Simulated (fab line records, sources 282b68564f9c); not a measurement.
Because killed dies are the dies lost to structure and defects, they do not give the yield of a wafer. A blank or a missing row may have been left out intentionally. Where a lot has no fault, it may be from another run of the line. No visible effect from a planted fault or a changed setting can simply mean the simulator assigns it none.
The tool behind it: which one? + flow rit_cmos + 14 lots, 42 wafers sampled, at 4 steps of a route of 202

## WHAT EACH GAUGE READ, for each wafer
RIT_FOX2_THK_MEAS_01.
| lot  | measured    | on            | FOX2_OXIDE_THK (nm) |
|------|-------------|---------------|---------------------|
| L673 | day 1 19:52 | film_metro-01 | 357 357 356         |
| L674 | day 2 00:33 | film_metro-02 | 355 350 350         |
| L675 | day 2 05:13 | film_metro-02 | 353 347 354         |
| L676 | day 2 10:01 | film_metro-01 | 359 355 360         |
| L678 | day 2 20:42 | film_metro-02 | 342 350 350         |
| L680 | day 3 05:28 | film_metro-02 | 345 357 352         |
| L681 | day 3 10:23 | film_metro-01 | 350 347 348         |
| L686 | day 4 11:29 | film_metro-01 | 345 350 341         |
| L687 | day 4 16:29 | film_metro-01 | 213 218 213         |
| L688 | day 4 22:19 | film_metro-03 | 216 213 216         |
| L693 | day 5 23:10 | film_metro-01 | 357 357 358         |
| L694 | day 6 03:19 | film_metro-01 | 344 342 346         |
| L695 | day 6 08:26 | film_metro-01 | 346 345 345         |
| L696 | day 6 13:19 | film_metro-01 | 350 347 348         |

RIT_FOX2_THK_MEAS_90.
| lot  | measured    | on            | FIELD_OXIDE_LEFT_1_THK (nm) |
|------|-------------|---------------|-----------------------------|
| L673 | day 1 20:48 | film_metro-02 | 330 330 329                 |
| L674 | day 2 01:29 | film_metro-01 | 328 322 323                 |
| L675 | day 2 06:15 | film_metro-03 | 325 319 327                 |
| L676 | day 2 10:53 | film_metro-02 | 332 328 332                 |
| L678 | day 2 21:38 | film_metro-02 | 314 322 321                 |
| L680 | day 3 06:20 | film_metro-02 | 318 329 325                 |
| L681 | day 3 11:20 | film_metro-02 | 323 320 321                 |
| L686 | day 4 12:22 | film_metro-03 | 317 322 314                 |
| L687 | day 4 17:21 | film_metro-02 | 185 190 184                 |
| L688 | day 4 23:11 | film_metro-02 | 189 186 189                 |
| L693 | day 6 00:02 | film_metro-02 | 330 330 330                 |
| L694 | day 6 04:16 | film_metro-02 | 317 315 319                 |
| L695 | day 6 09:18 | film_metro-02 | 319 317 317                 |
| L696 | day 6 14:11 | film_metro-01 | 322 319 320                 |

RIT_FOX2_THK_MEAS_91.
| lot  | measured    | on            | FIELD_OXIDE_LEFT_2_THK (nm) |
|------|-------------|---------------|-----------------------------|
| L673 | day 2 09:41 | film_metro-02 | 262 261 260                 |
| L674 | day 2 14:13 | film_metro-03 | 260 254 255                 |
| L675 | day 2 18:40 | film_metro-01 | 257 251 259                 |
| L676 | day 2 23:13 | film_metro-02 | 263 259 263                 |
| L678 | day 3 10:16 | film_metro-02 | 248 256 255                 |
| L680 | day 3 18:54 | film_metro-02 | 250 262 257                 |
| L681 | day 3 23:44 | film_metro-03 | 255 252 253                 |
| L686 | day 5 00:41 | film_metro-03 | 249 253 244                 |
| L687 | day 5 05:41 | film_metro-01 | 117 122 116                 |
| L688 | day 5 12:37 | film_metro-01 | 121 118 121                 |
| L693 | day 6 12:37 | film_metro-02 | 262 262 262                 |
| L694 | day 6 16:59 | film_metro-03 | 250 248 252                 |
| L695 | day 6 22:19 | film_metro-02 | 249 248 248                 |
| L696 | day 7 02:46 | film_metro-03 | 255 252 253                 |

## EACH LOT AND THE TOOL THAT RAN IT (in order: tool; ch and the chambers of the sampled wafers; start)
| lot  | RIT_FOX2_OXIDATION_00        |
|------|------------------------------|
| L673 | furnace-02 ch 0, day 1 18:32 |
| L674 | furnace-03 ch 0, day 1 23:13 |
| L675 | furnace-03 ch 0, day 2 03:55 |
| L676 | furnace-02 ch 0, day 2 08:41 |
| L678 | furnace-04 ch 0, day 2 19:23 |
| L680 | furnace-04 ch 0, day 3 04:09 |
| L681 | furnace-02 ch 0, day 3 09:03 |
| L686 | furnace-02 ch 0, day 4 10:10 |
| L687 | furnace-02 ch 0, day 4 15:09 |
| L688 | furnace-02 ch 0, day 4 20:59 |
| L693 | furnace-03 ch 0, day 5 21:50 |
| L694 | furnace-03 ch 0, day 6 02:00 |
| L695 | furnace-03 ch 0, day 6 07:07 |
| L696 | furnace-03 ch 0, day 6 12:00 |
- RIT_FOX2_OXIDATION_00: target thk 350.7 nm, ox time 1130 s.

## WHAT THE TOOLS THEMSELVES READ (means of the sampled wafers that have a number; where no wafer has one, the mark that the record gives instead)
The record holds no such reading with a usual standard deviation.

## THE ANSWER, worked out from the rows above alone
Rule: the usual values come from the lots themselves. The widest of any qualifying gaps counts: lots, ordered by their means at a reading, are off when they make up no more than a third of the lots, leave a main group of 4 or more, and stand apart from it by 3 or more times the standard deviation of that group's means. Not used: any main group whose means are identical at the precision the tables above print for the reading. Also off: a lot with no number at a reading for which 4 or more lots have one. All remaining lots with rows at the step are treated as sound. First the gauges in route order, then the tools' own readings, where a lot's mean is used as printed above. The first step at which some lot is off is used, and at that step the reading that is off furthest; a lot without a number counts as furthest.
Off: L687, L688, seen at RIT_FOX2_THK_MEAS_01 (FOX2_OXIDE_THK). Mean 350 nm and standard deviation 4.6 in the main group.
A tool fits if, at a process step before that reading, it ran every lot that is off, and no sound lot after the first of them. Not tried: the gauges at RIT_FOX2_THK_MEAS_01; whatever is off there is also off at RIT_FOX2_THK_MEAS_90, on other tools, and gauge error can't account for it. One fits: RIT_FOX2_OXIDATION_00 on furnace-02. A fault onset in the window from L686 (day 4 10:10, its last sound lot) to L687 (day 4 15:09, its first lot off) fits.

## WHAT THE SIMULATOR PUT IN
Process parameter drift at RIT_FOX2_OXIDATION_00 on furnace-02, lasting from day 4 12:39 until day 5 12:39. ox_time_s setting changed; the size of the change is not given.
Struck lots among those shown: L687, L688. Same finding as the rule above.
